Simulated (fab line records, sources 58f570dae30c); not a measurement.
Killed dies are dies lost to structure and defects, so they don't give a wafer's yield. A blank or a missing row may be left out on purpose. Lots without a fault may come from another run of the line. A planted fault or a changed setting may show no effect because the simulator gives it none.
One fault seen from 2 desks | flow berkeley_cmos170 | each desk has only its own numbers; what lay behind them comes last

THE TOOL OWNER'S DESK: plasma_asher-01
The tool's own readings at UCB170_PSD_STRIP_09 (strips in O2): means of the sampled wafers that have a number, for each lot that ran on this tool. A lot is out of limits, marked OUT, if its mean lies more than 4 standard deviations from the usual mean; the brackets give that distance.
Columns: A = drypump_motor_current_A at UCB170_PSD_STRIP_09, usual 5.8 A; B = o2_flow_sccm at UCB170_PSD_STRIP_09, usual 399.8 sccm; C = oes_product_au at UCB170_PSD_STRIP_09, usual 0.601 a.u.; D = strip_time_to_endpoint_s at UCB170_PSD_STRIP_09, usual 29.35 s
lot  | first seen here | A   | B     | C     | D
L200 | day 9 00:27     | 5.4 | 399.4 | 0.599 | 29.49
L209 | day 10 15:26    | 5.5 | 400.1 | 0.603 | 29.45
L207 | day 10 15:42    | 5.4 | 399.1 | 0.604 | 29.35
L214 | day 11 04:51    | 5.4 | 401.3 | 0.600 | 29.33
L217 | day 11 05:53    | 5.5 | 398.2 | 0.604 | 29.39
L219 | day 12 09:31    | 5.6 | 400.0 | 0.597 | 29.48
This desk's finding: nothing out of limits on any of the 6 lots.

THE METROLOGY DESK
What the gauges read, lot by lot, whatever tool the lot ran on: means of the sampled wafers that have a number. A lot is out of limits, marked OUT, if its mean lies more than 4 standard deviations from the usual mean; the brackets give that distance.
Columns: A = M2_AL_THK at UCB170_M2_THK_MEAS_03, usual 910 nm
lot  | first seen here | A
L198 | day 8 21:55     | 910
L197 | day 9 02:22     | 901
L200 | day 9 22:30     | 915
L204 | day 10 19:01    | 908
L202 | day 10 20:16    | 909
L203 | day 10 23:34    | 902
L208 | day 11 12:13    | 912
L209 | day 11 13:11    | 916
L210 | day 11 13:22    | 912
L212 | day 11 17:37    | 914
L207 | day 11 17:47    | 904
L214 | day 12 01:35    | 913
L217 | day 12 21:47    | 915
L219 | day 13 02:32    | 915
This desk's finding: nothing out of limits on any of the 14 lots.

PUT TOGETHER
The tool owner's desk saw nothing out of limits.
The metrology desk saw nothing out of limits.

WHAT THE SIMULATOR HAD PUT IN
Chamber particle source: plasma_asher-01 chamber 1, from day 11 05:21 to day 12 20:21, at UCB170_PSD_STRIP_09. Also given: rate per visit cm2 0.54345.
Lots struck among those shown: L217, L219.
